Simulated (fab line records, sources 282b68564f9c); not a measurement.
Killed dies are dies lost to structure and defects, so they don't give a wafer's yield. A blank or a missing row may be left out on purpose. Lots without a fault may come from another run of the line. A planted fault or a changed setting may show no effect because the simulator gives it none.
fab line records | flow rit_cmos
record lots=6 wafers=18 last_day=7
route steps=202 shown NRETRO@60 PRETRO@64 M1@202
lots that met no fault: from a run of the same line without faults
start_h: hours from the record's first day to the start of the lot's first wafer shown | wait_h: hours since the lot's step before | " the same as in the row above | L1.1+2: a row that stands for several wafers | - no value, or no start given | * or withheld: withheld | < > ~ a bound
route shown NAME@n: a module of which the file shows steps, and the number in the route of the first | usual: mean/standard deviation of fault-free wafers | same: alike in all rows | chamber/n: place in a boat | sites: the reading at each site | _std_site: their standard deviation | _edge_site: outer sites' mean less inner sites' | radius_mm: how far each site lies from the wafer's centre | mask NAME#n: copy n | behind: the tool/chamber that last shaped the wafer | hold: why the lot was held/for how many hours/how that ended | device: the transistor (n, p or np) that didn't switch | end of line: the same wafers' tests at the end of the route | a step without rows: its recipe alone | killed: dies lost to structure and defects at the first sort, not the wafer's yield | map: a wafer's dies, x killed, . not, _ none there
set.NAME: the setting as run; set.NAME@STEP: as run at that earlier step | model.NAME: the simulator's own value behind a step, which no gauge read
lots at some steps of the route; a table a step, a row a wafer
services: from which hour (start_h, from the record's first day; less than 0 if before it) a tool's chamber was out of use, for how many hours, and why
## steps
# step RIT_NRETRO_HARDBAKE_07
# recipe resist=NOVOLAK temp_c=140 time_s=120
# step RIT_NRETRO_IMPLANT_08
# recipe species=P energy_kev=70 dose_cm2=1.007e+13 tilt_deg=7
# step RIT_NRETRO_STRIP_09
# recipe chemistry=O2 time_s=180 resist=NOVOLAK platen_temp_c=withheld power_w=500 pressure_mtorr=4000 o2_flow_sccm=4000
# usual drypump_motor_current_A=5.5/0.4
# columns lot.wafer tool chamber start_h wait_h drypump_motor_current_A rf_hours_counter_h
L651.2 plasma_asher-01 1 45.80 0.1 5.9 25
L651.3 " 0 " " 4.8 -
L651.5 " 0 " " 4.8 -
L654.2 plasma_asher-03 0 60.81 0.1 4.8 42
L654.4 " 1 " " 5.7 -
L654.6 " 0 " " 4.8 -
L665.1 plasma_asher-03 0 114.13 0.1 4.8 48
L665.2 " 1 " " 5.7 48
L665.6 " 0 " " 4.8 -
L667.2 plasma_asher-04 1 124.86 0.1 5.5 1
L667.4 " 1 " " 5.5 -
L667.5 " 1 " " 5.5 -
L669.2 plasma_asher-01 1 135.17 0.1 5.9 33
L669.3 " 0 " " 4.8 -
L669.6 " 0 " " 4.8 -
L671.1 plasma_asher-04 0 144.70 0.1 5.8 3
L671.3 " 1 " " 5.5 -
L671.5 " 0 " " 5.8 -
# step RIT_NRETRO_TW_MEAS_10
# usual NRETRO_TW=1046/10
# columns lot.wafer tool chamber start_h wait_h NRETRO_TW
L651.2 film_metro-02 - 45.99 0.1 1037
L651.3 " - " " 1038
L651.5 " - " " 1051
L654.2 film_metro-03 - 60.99 0.1 1034
L654.4 " - " " 1041
L654.6 " - " " 1042
L665.1 film_metro-03 - 114.30 0.1 1044
L665.2 " - " " 1042
L665.6 " - " " 1037
L667.2 film_metro-01 - 125.04 0.1 1050
L667.4 " - " " 1050
L667.5 " - " " 1055
L669.2 film_metro-02 - 135.35 0.1 1043
L669.3 " - " " 1043
L669.6 " - " " 1035
L671.1 film_metro-03 - 144.88 0.1 1034
L671.3 " - " " 1036
L671.5 " - " " 1040
# step RIT_PRETRO_HMDS_00
# recipe prime_time_s=60 prime_temp_c=140
# step RIT_PRETRO_COAT_01
# recipe resist=NOVOLAK spin_rpm=2000 resist_thk_nm=1300
# step RIT_PRETRO_SOFTBAKE_02
# recipe resist=NOVOLAK temp_c=90 time_s=60
# step RIT_PRETRO_EXPOSE_03
# recipe mask_id=M5 na=0.57 target_cd_nm=43700 dose_mj=250
# step RIT_PRETRO_PEB_04
# recipe resist=NOVOLAK temp_c=withheld time_s=withheld
# step RIT_PRETRO_DEVELOP_05
# recipe resist=NOVOLAK develop_time_s=68 dev_temp_c=23
# step RIT_PRETRO_OVL_MEAS_06
# usual PRETRO_OVL=0.2/1.3
# columns lot.wafer tool chamber start_h wait_h PRETRO_OVL[nm]
L651.2 overlay-02 - 46.92 - 3.1
L651.3 " - " " 0.9
L651.5 " - " " 0.0
L654.2 overlay-02 - 61.93 - -1.8
L654.4 " - " " -1.6
L654.6 " - " " -2.0
L665.1 overlay-02 - 115.32 - 2.2
L665.2 " - " " 1.6
L665.6 " - " " -0.1
L667.2 overlay-01 - 126.16 - -0.3
L667.4 " - " " 0.5
L667.5 " - " " 1.9
L669.2 overlay-01 - 136.48 - 1.7
L669.3 " - " " 1.2
L669.6 " - " " 1.3
L671.1 overlay-01 - 145.86 - 1.3
L671.3 " - " " 1.5
L671.5 " - " " -0.4
# step RIT_PRETRO_HARDBAKE_07
# recipe resist=NOVOLAK temp_c=141.3 time_s=120
# step RIT_PRETRO_IMPLANT_08
# recipe species=B energy_kev=45 dose_cm2=1.2e+13 tilt_deg=7
# usual dose_ions_cm2=1.2003e+13/1.4e+10
# columns lot.wafer tool chamber start_h wait_h dose_ions_cm2
L651.2 implanter-03 0 47.23 0.2 1.1991e+13
L651.3 " 0 " " 1.1982e+13
L651.5 " 0 " " 1.1975e+13
L654.2 implanter-02 0 62.23 0.2 1.1995e+13
L654.4 " 0 " " 1.1991e+13
L654.6 " 0 " " 1.199e+13
L665.1 implanter-02 0 115.61 0.2 1.1726e+13
L665.2 " 0 " " 1.1735e+13
L665.6 " 0 " " 1.1754e+13
L667.2 implanter-02 0 126.47 0.2 1.1716e+13
L667.4 " 0 " " 1.174e+13
L667.5 " 0 " " 1.1722e+13
L669.2 implanter-01 0 136.78 0.2 1.2023e+13
L669.3 " 0 " " 1.2013e+13
L669.6 " 0 " " 1.1998e+13
L671.1 implanter-01 0 146.15 0.2 1.2014e+13
L671.3 " 0 " " 1.1979e+13
L671.5 " 0 " " 1.2012e+13
# step RIT_PRETRO_STRIP_09
# recipe chemistry=O2 time_s=180 resist=NOVOLAK platen_temp_c=withheld power_w=500 pressure_mtorr=4000 o2_flow_sccm=4000
# usual drypump_motor_current_A=5.5/0.31
# columns lot.wafer tool chamber start_h wait_h drypump_motor_current_A rf_hours_counter_h
L651.2 plasma_asher-02 1 47.35 0.1 5.7 41
L651.3 " 1 " " 5.7 -
L651.5 " 1 " " 5.7 -
L654.2 plasma_asher-04 0 62.36 0.1 5.8 43
L654.4 " 0 " " 5.8 -
L654.6 " 0 " " 5.8 -
L665.1 plasma_asher-01 1 115.76 0.1 5.9 31
L665.2 " 0 " " 4.8 31
L665.6 " 1 " " 5.9 -
L667.2 plasma_asher-04 1 126.59 0.1 5.6 1
L667.4 " 1 " " 5.6 -
L667.5 " 1 " " 5.6 -
L669.2 plasma_asher-04 1 136.91 0.1 5.5 2
L669.3 " 1 " " 5.5 -
L669.6 " 0 " " 5.8 -
L671.1 plasma_asher-04 0 146.30 0.1 5.8 3
L671.3 " 0 " " 5.8 -
L671.5 " 0 " " 5.8 -
# step RIT_M1_PROBE_99
# usual killed_at_contacts=0.1/0.31 killed_at_front_end=7/3.2 killed_dies=7/3.2 killed_open=3.6/2.1 killed_short=3.5/2.1
# same gross_dies=264 killed_at_M0_to_M3=0 killed_at_M4_up=0 killed_at_back_side=0 killed_at_other=0
# columns lot.wafer tool chamber start_h wait_h killed_at_contacts killed_at_front_end killed_dies killed_open killed_short
L651.2 prober-02 - 73.72 0.1 0 9 9 5 4
L651.3 prober-02 - 73.77 0.2 2 7 9 4 4
L651.5 prober-02 - 73.87 0.2 0 5 5 2 3
L654.2 prober-02 - 88.87 0.1 0 5 5 3 2
L654.4 prober-02 - 88.97 0.2 0 7 7 5 2
L654.6 prober-02 - 89.07 0.2 0 11 11 5 6
L665.1 prober-01 - 140.82 0.1 0 2 2 1 1
L665.2 prober-01 - 140.87 0.1 1 8 9 6 3
L665.6 prober-01 - 141.07 0.2 0 8 8 2 6
L667.2 prober-01 - 154.94 0.1 0 6 6 5 1
L667.4 prober-01 - 155.04 0.2 0 6 6 2 4
L667.5 prober-01 - 155.09 0.2 0 6 6 4 2
L669.2 prober-01 - 162.17 0.1 0 7 7 2 5
L669.3 prober-01 - 162.22 0.2 0 8 8 4 4
L669.6 prober-01 - 162.37 0.2 0 7 7 4 3
L671.1 prober-01 - 173.00 0.1 0 11 11 5 6
L671.3 prober-01 - 173.10 0.2 0 5 5 3 2
L671.5 prober-01 - 173.20 0.2 0 7 7 5 1
# killed by level:class
L651.2 GATE:geometric_particle:open=3 FOX2:geometric_particle:short=2 FOX1:geometric_particle:open=1 GATE:geometric_particle:short=1 REOX:geometric_particle:open=1 REOX:geometric_particle:short=1
L651.3 GATE:geometric_particle:short=2 FOX2:geometric_particle:open=1 GATE:geometric_particle:open=1 SPACER:geometric_particle:short=1 SILICIDE:geometric_particle:open=1 CONTACT:geometric_particle:open=1 CONTACT:geometric_particle:short=1 PLDD:coat_microbubble_printed=1
L651.5 FOX2:geometric_particle:short=2 FOX1:geometric_particle:short=1 FOX1:geometric_particle:open=1 GATE:geometric_particle:open=1
L654.2 FOX1:geometric_particle:short=1 FOX2:geometric_particle:short=1 FOX2:geometric_particle:open=1 SPACER:geometric_particle:open=1 SILICIDE:geometric_particle:open=1
L654.4 FOX1:geometric_particle:open=3 FOX1:geometric_particle:short=1 GATE:geometric_particle:open=1 SPACER:geometric_particle:open=1 SILICIDE:geometric_particle:short=1
L654.6 FOX1:geometric_particle:open=2 GATE:geometric_particle:short=2 SPACER:geometric_particle:open=2 SILICIDE:geometric_particle:short=2 FOX1:geometric_particle:short=1 GATE:geometric_particle:open=1 REOX:geometric_particle:short=1
L665.1 GATE:geometric_particle:short=1 GATE:geometric_particle:open=1
L665.2 FOX1:geometric_particle:short=2 GATE:geometric_particle:open=2 REOX:geometric_particle:open=2 FOX2:geometric_particle:open=1 GATE:geometric_particle:short=1 CONTACT:geometric_particle:open=1
L665.6 GATE:geometric_particle:short=4 FOX1:geometric_particle:open=1 FOX1:geometric_particle:short=1 FOX2:geometric_particle:short=1 GATE:geometric_particle:open=1
L667.2 FOX1:geometric_particle:open=2 FOX2:geometric_particle:open=1 FOX2:geometric_particle:short=1 GATE:geometric_particle:open=1 SPACER:geometric_particle:open=1
L667.4 FOX1:geometric_particle:open=1 FOX1:geometric_particle:short=1 FOX2:geometric_particle:short=1 REOX:geometric_particle:short=1 SILICIDE:geometric_particle:open=1 SILICIDE:geometric_particle:short=1
L667.5 FOX1:geometric_particle:open=2 FOX1:geometric_particle:short=1 GATE:geometric_particle:short=1 SPACER:geometric_particle:open=1 SILICIDE:geometric_particle:open=1
L669.2 FOX1:geometric_particle:short=3 GATE:geometric_particle:short=1 GATE:geometric_particle:open=1 SILICIDE:geometric_particle:open=1 SILICIDE:geometric_particle:short=1
L669.3 GATE:geometric_particle:open=4 SILICIDE:geometric_particle:short=2 GATE:geometric_particle:short=1 SPACER:geometric_particle:short=1
L669.6 GATE:geometric_particle:short=2 FOX1:geometric_particle:open=1 GATE:geometric_particle:open=1 REOX:geometric_particle:open=1 SPACER:geometric_particle:short=1 SILICIDE:geometric_particle:open=1
L671.1 GATE:geometric_particle:short=4 FOX1:geometric_particle:open=1 GATE:geometric_particle:open=1 REOX:geometric_particle:open=1 REOX:geometric_particle:short=1 SPACER:geometric_particle:open=1 SPACER:geometric_particle:short=1 SILICIDE:geometric_particle:open=1
L671.3 GATE:geometric_particle:open=2 REOX:geometric_particle:open=1 REOX:geometric_particle:short=1 SPACER:geometric_particle:short=1
L671.5 GATE:geometric_particle:open=3 FOX1:geometric_particle:open=1 REOX:geometric_particle:open=1 SILICIDE:geometric_particle:short=1 PSD:coat_microbubble_printed=1
## services
# columns tool chamber start_h hours kind
plasma_asher-04 - 54.47 2.2 repair
plasma_asher-01 - 70.32 15.6 pm
plasma_asher-04 - 108.75 9.0 pm
plasma_asher-04 0 108.75 9.0 vent_cycle
plasma_asher-04 1 108.75 9.0 vent_cycle
implanter-03 - 115.19 9.1 pm
plasma_asher-04 0 117.75 - clean
plasma_asher-04 1 117.75 - clean
plasma_asher-02 - 122.05 2.1 repair
implanter-03 - 131.97 2.2 repair
implanter-03 - 134.20 3.1 pm
## key
first_sign step=RIT_PRETRO_IMPLANT_08 reading=dose_ions_cm2 direction=down sigmas=20 usual=1.2003e+13 struck=1.1732e+13
effect none on later readings
met_at RIT_PRETRO_IMPLANT_08
struck_wafers L665.1,L665.2,L665.6,L667.2,L667.4,L667.5
tester_left_out L665,L667
onset_between 62.23 115.61
fault kind=process_parameter_drift tool=implanter-02 chamber=- onset_h=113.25 steps=RIT_PRETRO_IMPLANT_08 channel=dose_cm2 offset=-2.6699e+11 shape=step end_h=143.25 acts_in=these_recipes_only stated=1.2e+13
# tester_left_out: of these lots the tester's yield and bins aren't shown, on N5 and GAA mostly nor the transistor test; their killed dies are dies lost to structure and defects alone, not to doping, threshold or leakage, so they don't give the yield
